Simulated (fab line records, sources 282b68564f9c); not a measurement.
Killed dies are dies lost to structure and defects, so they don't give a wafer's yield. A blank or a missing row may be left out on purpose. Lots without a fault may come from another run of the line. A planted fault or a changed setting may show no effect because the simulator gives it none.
Which tool did it? | flow rit_cmos | 14 lots, 42 wafers sampled, at 2 steps of a route of 202

WHAT THE GAUGES READ, wafer by wafer
The record holds no reading of a measuring or inspecting step that can be judged against a usual standard deviation.

WHICH TOOL RAN EACH LOT (tool, then ch and the chambers of the sampled wafers, then the start)
lot  | RIT_NSD_SOFTBAKE_02              | RIT_M1_PROBE_99
L544 | litho_track-02 ch 0, day 3 09:05 | -
L545 | litho_track-04 ch 0, day 3 11:02 | -
L547 | litho_track-02 ch 0, day 3 17:59 | prober-02, day 4 05:16
L549 | litho_track-04 ch 0, day 4 07:22 | -
L550 | litho_track-02 ch 0, day 4 07:22 | prober-01, day 4 18:41
L552 | litho_track-04 ch 0, day 4 17:21 | -
L553 | litho_track-01 ch 0, day 4 20:53 | prober-01, day 5 07:23
L554 | litho_track-04 ch 0, day 5 02:13 | -
L556 | litho_track-01 ch 0, day 5 12:42 | prober-02, day 5 23:17
L560 | litho_track-02 ch 0, day 6 09:36 | prober-02, day 6 20:09
L561 | litho_track-02 ch 0, day 6 18:49 | -
L564 | litho_track-04 ch 0, day 7 12:35 | prober-02, day 7 23:04
L565 | litho_track-04 ch 0, day 7 19:31 | -
L566 | litho_track-04 ch 0, day 8 04:36 | -
- RIT_NSD_SOFTBAKE_02: time 60 s.
- RIT_M1_PROBE_99

WHAT THE TOOLS THEMSELVES READ (means of the sampled wafers that have a number; where no wafer has one, the mark that the record gives instead)
RIT_NSD_SOFTBAKE_02.
lot  | tool           | heater_power_total_W (W) | plate_temp_C (C)
L544 | litho_track-02 | 34.59                    | 90.02
L545 | litho_track-04 | 34.56                    | 90.13
L547 | litho_track-02 | 34.55                    | 89.95
L549 | litho_track-04 | 34.54                    | 90.00
L550 | litho_track-02 | 34.54                    | 90.02
L552 | litho_track-04 | 34.62                    | 89.99
L553 | litho_track-01 | 34.61                    | 89.91
L554 | litho_track-04 | 34.56                    | 89.91
L556 | litho_track-01 | 34.53                    | 90.03
L560 | litho_track-02 | 33.23                    | 87.40
L561 | litho_track-02 | 33.24                    | 87.47
L564 | litho_track-04 | 34.52                    | 90.10
L565 | litho_track-04 | 34.55                    | 89.95
L566 | litho_track-04 | 34.58                    | 90.15

RIT_M1_PROBE_99.
lot  | tool      | killed_at_M0_to_M3 | killed_at_contacts | killed_at_front_end | killed_dies | killed_on_rim | killed_open | killed_short
L547 | prober-02 | 0.0                | 0.0                | 6                   | 6           | 0.7           | 2.7         | 3.7
L550 | prober-01 | 0.0                | 0.0                | 7                   | 7           | 3.0           | 2.7         | 4.0
L553 | prober-01 | 0.0                | 0.0                | 6                   | 6           | 2.0           | 2.3         | 3.3
L556 | prober-02 | 0.0                | 0.3                | 10                  | 10          | 2.3           | 5.3         | 5.0
L560 | prober-02 | 0.0                | 0.0                | 7                   | 7           | 3.0           | 3.3         | 4.0
L564 | prober-02 | 0.0                | 0.0                | 9                   | 9           | 1.7           | 4.3         | 5.0

THE ANSWER, worked out from the rows above alone
Rule: what is usual is taken from the lots themselves. Put in order of their means at a reading, lots are off if they are a third of the lots or fewer, leave a main group of 4 or more, and stand apart from it by a gap of 3 or more times the standard deviation of the main group's means; of several such gaps the widest counts. A main group whose means are all the same, to the digits that the tables above print for the reading, isn't used. A lot without any number at a reading at which 4 lots or more have one is off too. The other lots that the step has rows for count as sound. The gauges are gone through in route order, then the tools' own readings, and for those a lot's mean is taken as printed above. The first step at which some lot is off is used, and at that step the reading that is off furthest; a lot without a number counts as furthest.
Off: L560, L561, at RIT_NSD_SOFTBAKE_02 (heater_power_total_W). The main group: mean 34.56 W, standard deviation 0.03.
A tool fits if, at that step or a process step before it, it ran every lot that is off, and no sound lot after the first of them. One fits: litho_track-02 at RIT_NSD_SOFTBAKE_02. Its last sound lot is L550 (day 4 07:22), its first lot that is off L560 (day 6 09:36): a fault that began between those two fits.
The tool's own readings at RIT_NSD_SOFTBAKE_02 bear it out: on the lots that are off they differ by more than 5 times the standard deviation of the sound lots' means. heater_power_total_W reads 33.23 W there against 34.56 W on the sound lots; plate_temp_C reads 87.44 C there against 90.01 C on the sound lots.

WHAT THE SIMULATOR HAD PUT IN
Process parameter drift: litho_track-02, from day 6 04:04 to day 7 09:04, at RIT_NSD_SOFTBAKE_02. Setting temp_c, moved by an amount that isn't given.
Lots struck among those shown: L560, L561. The rule above found the same.
